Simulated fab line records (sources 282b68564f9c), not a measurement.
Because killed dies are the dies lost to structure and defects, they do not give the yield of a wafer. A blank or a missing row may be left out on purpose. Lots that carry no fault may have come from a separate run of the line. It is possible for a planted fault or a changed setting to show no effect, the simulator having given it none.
A lot that was struck, set against a sound lot || flow ritCmos || 40 out of 202 route steps
Sound: wafers L351.2, L351.3, L351.5. The struck wafers were L362.4, L362.5, L362.6. At the end, the cause is stated.
Order at every step that has rows: each side's tool, ch and its chambers, its first start. Under that, the readings that differ: sound wafers || struck wafers || difference of the means || sigmas: that difference in standard deviations of wafers without a fault.
alike: same words and numbers on both sides, and readings whose means sit less than 2 such deviations apart. not compared: any withheld reading, any reading some wafer has no value for, any bound like >300 that may hide the same value, and any number with overlapping values for which the record gives no deviation.
A row with sigmas, a row that says differs or no value, or rows on one side alone: a step with any of these is where the two part. Numbers that have no deviation but don't overlap get no sigmas and don't part them. A reading missing from all wafers of one side parts the sides only when that side holds two or more wafers.

RIT_ACTIVE_BOW_MEAS_00:
  struck on filmMetro-02, day 4 03:04; sound on filmMetro-04, day 1 20:01
  alike: INCOMING_BOW
then, 1 step without rows for these wafers: RIT_ACTIVE_OXIDATION_01 (target thk 46.8 nm, ox time 3288 s).
RIT_ACTIVE_THK_MEAS_02:
  struck on filmMetro-03, day 4 05:05; sound on filmMetro-03, day 1 22:19
{"reading": "ACTIVE_OXIDE_THK (nm)", "sound": "47.1 47.4 46.7", "struck": "45.3 45.4 45.1", "difference": -1.8, "sigmas": -2}
then, 1 step without rows for these wafers: RIT_ACTIVE_CVD_03 (deposits Si3N4 from SiH2Cl2/NH3, target thk 150 nm, time 1500 s).
RIT_ACTIVE_THK_MEAS_04:
  struck on filmMetro-02, day 4 07:09; sound on filmMetro-02, day 2 00:54
  alike: ACTIVE_NITRIDE_THK
then, 5 steps without rows for these wafers: RIT_ACTIVE_HMDS_05 (prime time 60 s); RIT_ACTIVE_COAT_06 (resist thk 1000 nm); RIT_ACTIVE_SOFTBAKE_07 (time 60 s); RIT_ACTIVE_EXPOSE_08 (exposes mask M1, target cd 1400 nm); RIT_ACTIVE_PEB_09.
RIT_ACTIVE_DEVELOP_10: develop time 50 s.
  sound on lithoTrack-04 ch 0, day 2 01:00; struck on lithoTrack-04 ch 0, day 4 07:00
{"reading": "developerTempC (C)", "sound": "22.95 23.04 23.06", "struck": "25.28 25.18 25.25", "difference": "+2.22", "sigmas": "+20"}
  alike: exhaustPa
RIT_ACTIVE_CD_MEAS_11 targets a cd of 1400 nm.
  struck on cdSem-01, day 4 08:05; sound on cdSem-01, day 2 01:56
{"reading": "cdNm (nm)", "sound": "1396.7 1400.6 1399.4", "struck": "1406.4 1404.9 1405.0", "difference": "+6.5", "sigmas": "+3"}
  not compared: hold
RIT_ACTIVE_ETCH_13: etches Si3N4 in SF6, stops on SiO2, time 210 s, target depth 210 nm.
  sound on rieDiel-02 ch 0,1,3, day 2 02:11; struck on rieDiel-02 ch 1,2,3, day 4 08:18
  alike: drypumpMotorCurrentA, oesProductAu, throttleValvePct
  not compared: rfHoursCounterH
RIT_ACTIVE_STRIP_14: strips in O2, time 180 s.
  sound on plasmaAsher-01 ch 0,1, day 2 02:20; struck on plasmaAsher-03 ch 0,1, day 4 08:29
  alike: drypumpMotorCurrentA
  not compared: rfHoursCounterH
RIT_ACTIVE_CD_MEAS_90 targets a cd of 1400 nm.
  struck on cdSem-02, day 4 08:40; sound on cdSem-02, day 2 02:31
{"reading": "cdNm (nm)", "sound": "1396.7 1400.5 1399.4", "struck": "1406.5 1405.5 1405.1", "difference": "+6.8", "sigmas": "+3"}
  not compared: hold
then, 3 steps without rows for these wafers: RIT_ACTIVE_CLEAN_16 (cleans in dHF, time 30 s); RIT_ACTIVE_CLEAN_17 (cleans in SC2, time 600 s); RIT_FOX1_OXIDATION_00 (target thk 350.7 nm, ox time 1130 s).
RIT_FOX1_THK_MEAS_01:
  struck on filmMetro-03, day 4 10:28; sound on filmMetro-03, day 2 05:28
  alike: FOX1_OXIDE_THK
then, 1 step without rows for these wafers: RIT_FOX1_WET_ETCH_02 (etches SiO2 in BOE, target depth 350 nm, time 390 s).
RIT_FOX2_OXIDATION_00: target thk 350.7 nm, ox time 1130 s.
  sound on furnace-01 ch 0, day 2 07:17; struck on furnace-01 ch 0, day 4 10:38
{"reading": "model.SiO2_of_FOX2_OXIDATION_00.thkNm (nm)", "sound": "356.3 353.5 354.1", "struck": "346.9 347.7 345.7", "difference": -7.9, "sigmas": ""}
  alike: zonePowerLoadPct
RIT_FOX2_THK_MEAS_01:
  struck on filmMetro-03, day 4 11:59; sound on filmMetro-01, day 2 08:37
  alike: FOX2_OXIDE_THK
then, 2 steps without rows for these wafers: RIT_FOX2_CLEAN_02 (cleans in dHF, time 180 s); RIT_FOX2_WET_ETCH_03 (etches Si3N4 in H3PO4, target depth 195 nm, time 2700 s).
RIT_FOX2_THK_MEAS_90:
  struck on filmMetro-01, day 4 13:01; sound on filmMetro-02, day 2 09:29
  alike: FIELD_OXIDE_LEFT_1_THK
then, 6 steps without rows for these wafers: RIT_NWELL_HMDS_00 (prime time 60 s); RIT_NWELL_COAT_01 (resist thk 1300 nm); RIT_NWELL_SOFTBAKE_02 (time 60 s); RIT_NWELL_EXPOSE_03 (exposes mask M2, target cd 43900 nm); RIT_NWELL_PEB_04; RIT_NWELL_DEVELOP_05 (develop time 68 s).
RIT_NWELL_OVL_MEAS_06:
  struck on overlay-01, day 4 13:56; sound on overlay-02, day 2 10:33
  alike: NWELL_OVL
then, 2 steps without rows for these wafers: RIT_NWELL_HARDBAKE_07 (time 120 s); RIT_NWELL_IMPLANT_08.
RIT_NWELL_STRIP_09: strips in O2, time 180 s.
  sound on plasmaAsher-01 ch 0,1, day 2 10:59; struck on plasmaAsher-01 ch 0,1, day 4 14:25
  alike: drypumpMotorCurrentA
  not compared: rfHoursCounterH
RIT_NWELL_TW_MEAS_10:
  struck on filmMetro-01, day 4 14:34; sound on filmMetro-04, day 2 11:10
  alike: NWELL_TW
then, 2 steps without rows for these wafers: RIT_PWELL_HMDS_00 (prime time 60 s); RIT_PWELL_COAT_01 (resist thk 1300 nm).
RIT_SILICIDE_WET_ETCH_00: etches SiO2 in BOE, target depth 14 nm, time 15 s.
  sound on wetBench-02 ch 1, day 3 18:14; struck on wetBench-03 ch 2, day 5 21:19
{"reading": "model.SiO2_of_FOX2_OXIDATION_00.thkNm (nm)", "sound": "156.9 153.5 153.2", "struck": "145.2 146 145.6", "difference": -8.9, "sigmas": ""}
RIT_M1_PROBE_99:
  struck on prober-01, day 6 04:23; sound on prober-02, day 4 01:28
  alike: killedAtContacts, killedAtFrontEnd, killedDies, killedOpen, killedShort

== WHERE THEY PART ==
Last at RIT_ACTIVE_CD_MEAS_90 as far as this record goes, first at RIT_ACTIVE_THK_MEAS_02. Later steps at which nothing parts them and some readings are alike: RIT_FOX1_THK_MEAS_01, RIT_FOX2_OXIDATION_00, RIT_FOX2_THK_MEAS_01, RIT_FOX2_THK_MEAS_90, RIT_NWELL_OVL_MEAS_06, RIT_NWELL_STRIP_09, RIT_NWELL_TW_MEAS_10, RIT_M1_PROBE_99.

WHY: what had been put in by the simulator
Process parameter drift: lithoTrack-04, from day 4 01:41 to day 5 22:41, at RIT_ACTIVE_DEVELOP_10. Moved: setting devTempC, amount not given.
